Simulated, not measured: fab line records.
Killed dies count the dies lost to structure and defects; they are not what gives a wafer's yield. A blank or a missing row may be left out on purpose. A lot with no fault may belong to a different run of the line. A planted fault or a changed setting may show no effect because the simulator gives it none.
A lot that was struck, set against a sound lot :: flow rit_cmos :: 18 out of 202 route steps
Sound: wafers L249.1, L249.2, L249.3. The struck wafers were L265.4, L265.5, L265.6. The cause comes at the end.
Per side, at each step with rows, come the tool, then ch with its chambers, and then its first start. Under that, the readings that differ: sound wafers :: struck wafers :: difference of the means :: sigmas: that difference in standard deviations of wafers without a fault.
alike: same words and numbers on both sides, and readings whose means sit less than 2 such deviations apart. not compared: any withheld reading, any reading some wafer has no value for, any bound like >300 that may hide the same value, and any number with overlapping values for which the record gives no deviation.
A row with sigmas, a row that says differs or no value, or rows on one side alone: a step with any of these is where the two part. Numbers that have no deviation but don't overlap get no sigmas and don't part them. Lack of a reading on every wafer of one side parts them only where that side has two or more wafers.

first, 4 steps without rows for these wafers: RIT_NWELL_SOFTBAKE_02 (time 60 s); RIT_NWELL_EXPOSE_03 (exposes mask M2, target cd 43900 nm); RIT_NWELL_PEB_04; RIT_NWELL_DEVELOP_05 (develop time 68 s).
RIT_NWELL_OVL_MEAS_06:
  struck on overlay-01, day 6 02:04; sound on overlay-02, day 2 17:03
  alike: NWELL_OVL
then, 2 steps without rows for these wafers: RIT_NWELL_HARDBAKE_07 (time 120 s); RIT_NWELL_IMPLANT_08.
RIT_NWELL_STRIP_09: strips in O2, time 180 s.
  sound on plasma_asher-01 ch 0,1, day 2 17:29; struck on plasma_asher-01 ch 0,1, day 6 02:32
  alike: drypump_motor_current_A
  not compared: rf_hours_counter_h
RIT_NWELL_TW_MEAS_10:
  struck on film_metro-03, day 6 02:41; sound on film_metro-02, day 2 17:40
  alike: NWELL_TW
then, 2 steps without rows for these wafers: RIT_PWELL_HMDS_00 (prime time 60 s); RIT_PWELL_COAT_01 (resist thk 1300 nm).
RIT_PWELL_SOFTBAKE_02: time 61.31 s.
  sound on litho_track-02 ch 0, day 2 18:01; struck on litho_track-02 ch 0, day 6 03:06
  alike: plate_sensor_t_centre_C, plate_sensor_t_edge_C
RIT_PWELL_EXPOSE_03: exposes mask M3, target cd 43700 nm.
  sound on iline_stepper-02 ch 0, day 2 18:17; struck on iline_stepper-02 ch 0, day 6 03:21
reading: model.PWELL.overlay_x_nm (nm)
sound: 0.6873 0.6873 0.6873
struck: 360.3 360.3 360.3
difference: +359.6
sigmas: 
  alike: mask
then, 2 steps without rows for these wafers: RIT_PWELL_PEB_04; RIT_PWELL_DEVELOP_05 (develop time 68 s).
RIT_PWELL_OVL_MEAS_06:
  struck on overlay-01, day 6 03:44; sound on overlay-02, day 2 18:43
reading: PWELL_OVL (nm)
sound: 5.3 0.7 1.0
struck: 361.7 362.3 361.4
difference: +359.5
sigmas: +99 or more
then, 1 step without rows for these wafers: RIT_PWELL_HARDBAKE_07 (time 120 s).
RIT_M1_PROBE_99:
  struck on prober-02, day 7 14:20; sound on prober-02, day 4 05:08
reading: model.etest.well_edge_left.line_ohm_um
sound: 179.1 181.8 179.3
struck: 217 219 219.3
difference: +38
sigmas: 

reading: model.etest.well_edge_right.line_ohm_um
sound: 179.6 181.2 182.4
struck: 163.6 163 163.9
difference: -17.6
sigmas: 

reading: model.etest.iso_nwell_nwell.bv_v (V)
sound: 21.84 21.82 22.34
struck: 20.02 20.37 20.23
difference: -1.79
sigmas: 
  alike: killed_at_contacts, killed_at_front_end, killed_dies, killed_open, killed_short
  not compared: model.etest.iso_nplus_nwell.lateral_log10_a_um

## WHERE THEY PART
RIT_PWELL_OVL_MEAS_06 only, going by this record. Later steps at which nothing parts them and some readings are alike: RIT_M1_PROBE_99.

WHY: the cause the simulator had injected
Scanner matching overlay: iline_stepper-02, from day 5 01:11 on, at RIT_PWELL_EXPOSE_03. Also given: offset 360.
